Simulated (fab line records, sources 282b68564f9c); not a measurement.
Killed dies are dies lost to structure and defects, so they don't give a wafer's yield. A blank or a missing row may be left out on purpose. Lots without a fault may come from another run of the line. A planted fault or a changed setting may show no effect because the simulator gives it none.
Problem report in the 8D (eight disciplines) form, filled by code | flow rit_cmos | the parts of the form that need people (team, actions taken, sign-off) are left out

1. THE PROBLEM
chamber_pressure_pa at RIT_M1_SPUTTER_00 reads a mean of 0.3864 Pa on 6 wafers of 2 lots; wafers without a fault read 0.4000 Pa with a standard deviation of 0.00076. That is -18 standard deviations from the usual mean.
The step: material Al, target thk 400 nm, time 500 s.
First seen on wafer L255.2, day 5 03:23, on pvd_sputter-02. The record holds 18 wafers of 6 lots with a number at this step. Rule for "out", or "out of limits": more than 4 standard deviations from the usual mean. The other wafers with a number count as sound.

2. WHAT IT IS AND WHAT IT IS NOT
question                    | is                     | is not
which readings at this step | chamber_pressure_pa    | -
which lots                  | L255, L256             | L249, L266, L267, L270
which wafers of those lots  | all that have a number | -
read on which tools         | pvd_sputter-02         | pvd_sputter-01, pvd_sputter-04
when                        | from day 5 03:23       | up to then (3 sound wafers); but 9 sound wafers of L266, L267, L270 came after

3. SUSPECTS, AND WHAT RULES EACH OUT
Counting: a tool at a process step up to the reading stays a suspect if it ran every lot that is out and no sound lot after the first of them.
- plasma_asher-01 at RIT_CONTACT_STRIP_12 (strips in O2, time 180 s): ruled out as a lasting fault. Sound lots L266, L267 ran on it after its first lot that is out, L255 (day 5 02:44).
- pvd_sputter-02 at RIT_M1_SPUTTER_00 (material Al, target thk 400 nm, time 500 s): kept. It ran every lot that is out, first L255 (day 5 03:23), and no sound lot after that; its last sound lot up to then is L249 (day 3 21:56). Its own readings are out on those wafers: chamber_pressure_pa.
Left after counting: pvd_sputter-02 at RIT_M1_SPUTTER_00.

4. THE CAUSE (what the simulator had put in)
Process parameter drift: pvd_sputter-02, from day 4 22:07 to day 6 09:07, at RIT_M1_SPUTTER_00. Setting chamber_pressure_pa, moved by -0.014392, from 0.4. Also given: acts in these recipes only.
Counting left only this tool.

5. THE CHAIN OF EFFECTS, in route order
Each row: a reading whose mean over the struck wafers that have a number lies more than 3 standard deviations from the usual. Only readings for which the record gives a usual standard deviation are gone through. hours: the time from each lot's start at the first step in this table that gives one to its start at this step, as a median over the lots. sigmas: the change in usual standard deviations.
hours | step              | reading             | usual     | on struck wafers | change  | sigmas
0     | RIT_M1_SPUTTER_00 | chamber_pressure_pa | 0.4000 Pa | 0.3864           | -0.0136 | -18
The process steps in it:
- RIT_M1_SPUTTER_00: material Al, target thk 400 nm, time 500 s.
Later measuring or inspecting steps at which every struck wafer that the step has a row for has a number for every such reading, and none has moved that far: RIT_M1_RS_MEAS_01.

6. WHAT WOULD HAVE CAUGHT IT SOONER
In this record the first reading out of limits was taken at day 5 03:23, 5 hours after the fault began at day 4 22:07.
